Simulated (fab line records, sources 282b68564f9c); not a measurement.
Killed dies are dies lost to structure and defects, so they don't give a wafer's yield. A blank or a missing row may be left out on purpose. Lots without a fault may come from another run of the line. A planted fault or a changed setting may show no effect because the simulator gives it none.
A struck lot beside a sound one | flow rit_cmos | 17 steps out of a route of 202
Sound: wafers L569.1, L569.2, L569.4. Struck: wafers L562.2, L562.3, L562.5. The cause comes at the end.
At each step with rows: each side's tool, then ch and its chambers, then its first start. Under that, the readings that differ: sound wafers | struck wafers | difference of the means | sigmas: that difference in standard deviations of wafers without a fault.
alike: readings whose means differ by less than 2 such deviations, and words and numbers that are the same on both sides. not compared: withheld readings, readings that some wafer has no value for, bounds like >300 that may hide the same value, and numbers for which the record gives no deviation and whose values overlap.
The two part at a step that has a row with sigmas, a row that says differs or no value, or rows on one side only. Numbers that don't overlap but have no deviation are shown without sigmas and don't part them. A reading that every wafer of one side lacks parts them only if that side has two wafers or more.

first, 1 step without rows for these wafers: RIT_PSD_IMPLANT_08.
RIT_PSD_STRIP_09: strips in O2, time 180 s.
  sound on plasma_asher-04 ch 0,1, day 7 19:23; struck on plasma_asher-01 ch 1, day 6 04:37
  alike: chamber_pressure_mTorr, drypump_motor_current_A
  not compared: rf_hours_counter_h
RIT_PSD_TW_MEAS_10:
  sound on film_metro-01, day 7 19:34; struck on film_metro-04, day 6 04:49
  alike: PSD_TW
then, 3 steps without rows for these wafers: RIT_SDANNEAL_CLEAN_00 (cleans in SC1, time 600 s); RIT_SDANNEAL_CLEAN_01 (cleans in dHF, time 30 s); RIT_SDANNEAL_CLEAN_02 (cleans in SC2, time 600 s).
RIT_SDANNEAL_RTA_03: time 5.174 s.
  sound on rtp_anneal-01 ch 0, day 7 19:59; struck on rtp_anneal-01 ch 0, day 6 05:15
  alike: wafer_temp_C_max
RIT_SDANNEAL_RS_MEAS_04: measures by four-point-probe.
  sound on film_metro-04, day 7 20:02; struck on film_metro-04, day 6 05:19
  alike: PSD_RS
RIT_SDANNEAL_RS_MEAS_05: measures by four-point-probe.
  sound on film_metro-04, day 7 20:10; struck on film_metro-04, day 6 05:26
  alike: NSD_RS
RIT_SDANNEAL_RS_MEAS_06: measures by four-point-probe.
  sound on film_metro-04, day 7 20:17; struck on film_metro-04, day 6 05:34
  alike: PLDD_RS
RIT_SDANNEAL_RS_MEAS_07: measures by four-point-probe.
  sound on film_metro-04, day 7 20:24; struck on film_metro-04, day 6 05:41
  alike: NLDD_RS
then, 1 step without rows for these wafers: RIT_SILICIDE_WET_ETCH_00 (etches SiO2 in BOE, target depth 14 nm, time 15 s).
RIT_SILICIDE_SPUTTER_01: material Ti, target thk 30 nm, time 240 s.
  sound on pvd_sputter-01, day 7 20:32; struck on pvd_sputter-01, day 6 05:47
  no value came back on the struck wafers for cathode_dc_power_W (W), chamber_pressure_pa (Pa), throttle_valve_pct (%); on the sound wafers cathode_dc_power_W (W) reads 337.45 337.68 337.51
RIT_SILICIDE_RS_MEAS_02: measures by four-point-probe.
  sound on film_metro-02, day 7 20:41; struck on film_metro-02, day 6 05:58
  reading                 | sound          | struck | difference                    | sigmas
  SILICIDE_TI_RS (ohm/sq) | 51.7 51.8 51.4 | - - -  | no value on the struck wafers |
RIT_SILICIDE_THK_MEAS_03: measures by xrf.
  sound on film_metro-02, day 7 20:49; struck on film_metro-02, day 6 06:04
  reading              | sound          | struck         | difference | sigmas
  SILICIDE_TI_THK (nm) | 28.2 28.3 28.5 | <0.0 <0.0 <0.0 | differs    |
RIT_SILICIDE_RTA_04: time 10 s, ramp up 5 s, ramp down 5 s.
  sound on rtp_anneal-02 ch 0, day 7 20:52; struck on rtp_anneal-01 ch 0, day 6 06:08
  alike: wafer_temp_C_max
RIT_M1_PROBE_99:
  the record has rows for the struck wafers here (prober-01, day 6 12:38) and none for the sound ones

WHERE THEY PART
First at RIT_SILICIDE_SPUTTER_01; last, within this record, at RIT_M1_PROBE_99.

WHY: what the simulator had put in
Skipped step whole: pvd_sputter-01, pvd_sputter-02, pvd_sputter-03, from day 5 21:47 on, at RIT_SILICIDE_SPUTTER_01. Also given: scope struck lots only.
